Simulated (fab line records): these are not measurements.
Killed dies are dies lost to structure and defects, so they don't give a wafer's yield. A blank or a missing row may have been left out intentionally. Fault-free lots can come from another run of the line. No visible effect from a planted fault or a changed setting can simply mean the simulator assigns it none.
What tool caused it? | flow berkeley cmos170 | 14 lots, 42 wafers sampled, at 6 steps of a route of 331

== WHAT THE GAUGES READ, wafer by wafer ==
UCB170_PWELL_THK_MEAS_06. Usual: PWELL_NITRIDE_THK gives 218.8 nm (standard deviation 2.1).
lot  | measured    | on            | PWELL_NITRIDE_THK (nm) | flag
L102 | day 3 00:43 | film metro-03 | 221.0 221.2 221.3      |
L103 | day 3 08:02 | film metro-03 | 215.9 216.9 219.3      |
L105 | day 3 17:01 | film metro-02 | 218.4 217.7 216.6      |
L106 | day 4 03:05 | film metro-03 | 223.3 222.0 221.1      |
L108 | day 4 14:01 | film metro-03 | 219.4 220.6 220.3      |
L110 | day 4 22:20 | film metro-03 | 195.2 193.2 194.5      | OFF
L113 | day 5 14:26 | film metro-02 | 194.5 196.3 194.4      | OFF
L118 | day 6 08:52 | film metro-03 | 221.1 218.7 219.9      |
L119 | day 6 18:13 | film metro-03 | 220.8 223.6 219.1      |
L120 | day 6 18:14 | film metro-04 | 217.8 218.6 219.2      |
L122 | day 7 15:59 | film metro-03 | 220.4 218.9 219.1      |
L123 | day 7 15:58 | film metro-04 | 224.6 221.4 222.6      |
L124 | day 7 15:59 | film metro-02 | 218.1 218.5 217.3      |
L125 | day 7 22:05 | film metro-04 | 221.6 222.0 221.6      |

UCB170_SCREENOX_THK_MEAS_02. Usual: SCREENOX_OXIDE_THK gives 14.61 nm (standard deviation 0.25).
lot  | measured     | on            | SCREENOX_OXIDE_THK (nm) | flag
L102 | day 5 18:43  | film metro-01 | 14.61 14.59 14.70       |
L103 | day 5 18:43  | film metro-02 | 14.12 14.32 14.38       |
L105 | day 6 00:35  | film metro-03 | 14.70 14.60 14.62       |
L106 | day 6 10:19  | film metro-02 | 14.88 14.66 14.78       |
L108 | day 6 23:25  | film metro-01 | 14.42 14.62 14.43       |
L110 | day 7 08:05  | film metro-02 | 14.90 14.68 14.77       |
L113 | day 8 01:17  | film metro-01 | 14.67 14.95 14.78       |
L118 | day 8 17:07  | film metro-01 | 14.91 14.68 14.73       |
L119 | day 9 13:43  | film metro-01 | 14.53 14.73 14.68       |
L120 | day 9 13:44  | film metro-02 | 14.79 14.95 15.14       |
L122 | day 9 22:44  | film metro-02 | 14.18 14.39 14.56       |
L123 | day 9 22:43  | film metro-01 | 14.13 14.01 13.96       |
L124 | day 9 22:44  | film metro-03 | 14.58 14.59 14.72       |
L125 | day 10 06:00 | film metro-03 | 14.77 14.66 14.88       |

UCB170_PVT_OVL_MEAS_06. Usual: PVT_OVL gives -3 nm (standard deviation 5.8).
lot  | measured     | on         | PVT_OVL (nm) | flag
L102 | day 6 02:04  | overlay-01 | -13 -9 -4    |
L103 | day 6 02:19  | overlay-01 | -8 -16 -7    |
L105 | day 6 08:23  | overlay-02 | -6 -6 -4     |
L106 | day 6 17:00  | overlay-02 | 5 4 2        |
L108 | day 7 06:18  | overlay-02 | 4 4 -5       |
L110 | day 7 15:19  | overlay-01 | -8 -8 -8     |
L113 | day 8 09:36  | overlay-02 | -10 -11 -9   |
L118 | day 9 04:28  | overlay-01 | -3 -6 -5     |
L119 | day 9 20:04  | overlay-01 | 8 3 9        |
L120 | day 9 20:21  | overlay-02 | -3 2 -1      |
L122 | day 10 06:47 | overlay-01 | 6 0 2        |
L123 | day 10 06:51 | overlay-02 | -4 -6 -11    |
L124 | day 10 06:45 | overlay-02 | -4 -12 -1    |
L125 | day 10 14:20 | overlay-02 | -2 -10 -8    |

== EACH LOT AND THE TOOL THAT RAN IT (in order: tool; ch and the chambers of the sampled wafers; start) ==
lot  | UCB170_PWELL_CVD_05        | UCB170_PWELL_ETCH_14              | UCB170_NVT_STRIP_08
L102 | lpcvd-01 ch 0, day 2 22:47 | rie diel-01 ch 1,2, day 3 01:39   | plasma asher-01 ch 0,1, day 6 00:39
L103 | lpcvd-02 ch 0, day 3 06:07 | rie diel-04 ch 0,1,2, day 3 09:09 | plasma asher-02 ch 1, day 6 00:53
L105 | lpcvd-02 ch 1, day 3 15:05 | rie diel-04 ch 0,1,2, day 3 18:17 | plasma asher-01 ch 0,1, day 6 06:29
L106 | lpcvd-01 ch 1, day 4 01:05 | rie diel-01 ch 1,2,3, day 4 04:35 | plasma asher-02 ch 0,1, day 6 15:36
L108 | lpcvd-01 ch 0, day 4 11:59 | rie diel-01 ch 1,2,3, day 4 15:14 | plasma asher-04 ch 0,1, day 7 04:33
L110 | lpcvd-02 ch 1, day 4 19:28 | rie diel-02 ch 1,2,3, day 4 23:44 | plasma asher-01 ch 0,1, day 7 14:01
L113 | lpcvd-02 ch 1, day 5 12:23 | rie diel-04 ch 2,3, day 5 16:59   | plasma asher-04 ch 0,1, day 8 07:31
L118 | lpcvd-01 ch 1, day 6 06:00 | rie diel-04 ch 0,1,2, day 6 10:09 | plasma asher-02 ch 0,1, day 9 01:55
L119 | lpcvd-01 ch 1, day 6 15:20 | rie diel-02 ch 2,3, day 6 19:40   | plasma asher-01 ch 0,1, day 9 18:15
L120 | lpcvd-01 ch 1, day 6 15:20 | rie diel-04 ch 0,1,2, day 6 19:33 | plasma asher-04 ch 0,1, day 9 18:14
L122 | lpcvd-01 ch 0, day 7 14:04 | rie diel-02 ch 0,2,3, day 7 17:02 | plasma asher-02 ch 0, day 10 04:07
L123 | lpcvd-01 ch 1, day 7 14:04 | rie diel-04 ch 1,2, day 7 17:17   | plasma asher-01 ch 0,1, day 10 04:25
L124 | lpcvd-01 ch 1, day 7 14:04 | rie diel-01 ch 0,2,3, day 7 17:31 | plasma asher-04 ch 0,1, day 10 04:16
L125 | lpcvd-01 ch 1, day 7 20:10 | rie diel-02 ch 0,1,2, day 7 23:21 | plasma asher-01 ch 0,1, day 10 12:41
- UCB170_PWELL_CVD_05: deposits Si3N4 from SiH2Cl2/NH3, target thk 220 nm, time 3300 s.
- UCB170_PWELL_ETCH_14: etches Si3N4 in CH3F/Ar/O2, stops on SiO2, target depth 242 nm, time 151 s.
- UCB170_NVT_STRIP_08: strips in O2.

== AS READ BY THE TOOLS THEMSELVES (means over the sampled wafers that have a number; for cases with no such wafer, the mark the record gives instead) ==
UCB170_PWELL_CVD_05. Usual: nh3 flow sccm 75.06 sccm, standard deviation 0.22; susceptor temp C 799.9 C, standard deviation 0.34.
lot  | tool     | nh3 flow sccm (sccm) | susceptor temp C (C) | flag
L102 | lpcvd-01 | 75.16                | 799.8                |
L103 | lpcvd-02 | 75.40                | 799.8                |
L105 | lpcvd-02 | 74.99                | 799.6                |
L106 | lpcvd-01 | 75.22                | 800.1                |
L108 | lpcvd-01 | 75.14                | 799.7                |
L110 | lpcvd-02 | 74.97                | 800.3                |
L113 | lpcvd-02 | 75.04                | 799.9                |
L118 | lpcvd-01 | 74.90                | 800.2                |
L119 | lpcvd-01 | 74.80                | 799.7                |
L120 | lpcvd-01 | 75.18                | 799.9                |
L122 | lpcvd-01 | 74.88                | 799.7                |
L123 | lpcvd-01 | 75.01                | 799.8                |
L124 | lpcvd-01 | 75.04                | 800.1                |
L125 | lpcvd-01 | 75.19                | 799.7                |

UCB170_PWELL_ETCH_14. Usual: drypump motor current A 5.5 A, standard deviation 0.45; oes product au 0.931 a.u., standard deviation 0.013; throttle valve pct 8.04 %, standard deviation 0.12.
lot  | tool        | drypump motor current A (A) | oes product au (a.u.) | throttle valve pct (%) | flag
L102 | rie diel-01 | 5.4                         | 0.944                 | 7.92                   |
L103 | rie diel-04 | 5.7                         | 0.921                 | 8.16                   |
L105 | rie diel-04 | 5.7                         | 0.918                 | 8.18                   |
L106 | rie diel-01 | 5.4                         | 0.941                 | 7.99                   |
L108 | rie diel-01 | 5.4                         | 0.933                 | 7.99                   |
L110 | rie diel-02 | 5.6                         | 0.870                 | 8.02                   | OFF
L113 | rie diel-04 | 5.7                         | 0.876                 | 8.11                   | OFF
L118 | rie diel-04 | 5.7                         | 0.927                 | 8.17                   |
L119 | rie diel-02 | 5.8                         | 0.932                 | 8.04                   |
L120 | rie diel-04 | 5.7                         | 0.922                 | 8.19                   |
L122 | rie diel-02 | 5.5                         | 0.938                 | 7.98                   |
L123 | rie diel-04 | 6.2                         | 0.937                 | 8.18                   |
L124 | rie diel-01 | 5.6                         | 0.932                 | 7.98                   |
L125 | rie diel-02 | 5.4                         | 0.949                 | 7.99                   |

UCB170_NVT_STRIP_08. Usual: drypump motor current A 5.6 A, standard deviation 0.46; oes product au 0.734 a.u., standard deviation 0.0042; strip time to endpoint s 21.62 s, standard deviation 0.078.
lot  | tool            | drypump motor current A (A) | oes product au (a.u.) | strip time to endpoint s (s) | flag
L102 | plasma asher-01 | 5.5                         | 0.736                 | 21.65                        |
L103 | plasma asher-02 | 5.9                         | 0.739                 | 21.50                        |
L105 | plasma asher-01 | 5.8                         | 0.737                 | 21.51                        |
L106 | plasma asher-02 | 5.8                         | 0.741                 | 21.68                        |
L108 | plasma asher-04 | 5.3                         | 0.734                 | 21.58                        |
L110 | plasma asher-01 | 5.9                         | 0.732                 | 21.73                        |
L113 | plasma asher-04 | 5.4                         | 0.731                 | 21.64                        |
L118 | plasma asher-02 | 5.8                         | 0.732                 | 21.50                        |
L119 | plasma asher-01 | 5.5                         | 0.732                 | 21.67                        |
L120 | plasma asher-04 | 5.3                         | 0.736                 | 21.64                        |
L122 | plasma asher-02 | 5.7                         | 0.731                 | 21.67                        |
L123 | plasma asher-01 | 5.9                         | 0.730                 | 21.47                        |
L124 | plasma asher-04 | 5.4                         | 0.737                 | 21.71                        |
L125 | plasma asher-01 | 5.5                         | 0.732                 | 21.67                        |

== THE ANSWER, worked out from the rows above alone ==
Rule: a lot counts as off when the mean over its wafers that have a number is more than 3 standard deviations away from the usual mean. A lot without any number at a reading at which 4 lots or more have one is off too. Where the step has rows for the other lots, those lots are counted as sound. Order of review: gauges by route order, followed by the tools' own readings, for which a lot's mean as printed above is used. The first step at which some lot is off is used, and at that step the reading that is off furthest; a lot without a number counts as furthest.
Off: L110, L113, seen at UCB170_PWELL_THK_MEAS_06 (PWELL_NITRIDE_THK).
A tool fits if, at a process step before that reading, it ran every lot that is off, and no sound lot after the first of them. Not tried: the gauges at UCB170_PWELL_THK_MEAS_06; whatever is off there is also off at UCB170_PWELL_ETCH_14, on other tools, and gauge error can't account for it. One fits: UCB170_PWELL_CVD_05 on lpcvd-02. Its last sound lot is L105 (day 3 15:05), its first lot that is off L110 (day 4 19:28): a fault that began between those two fits.

== WHAT THE SIMULATOR HAD INSERTED ==
Site profile drift: lpcvd-02, from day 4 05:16 on, at UCB170_PWELL_CVD_05. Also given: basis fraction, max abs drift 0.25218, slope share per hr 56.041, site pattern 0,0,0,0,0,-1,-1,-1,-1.
Struck lots among those shown: L110, L113. The rule given above showed the same thing.
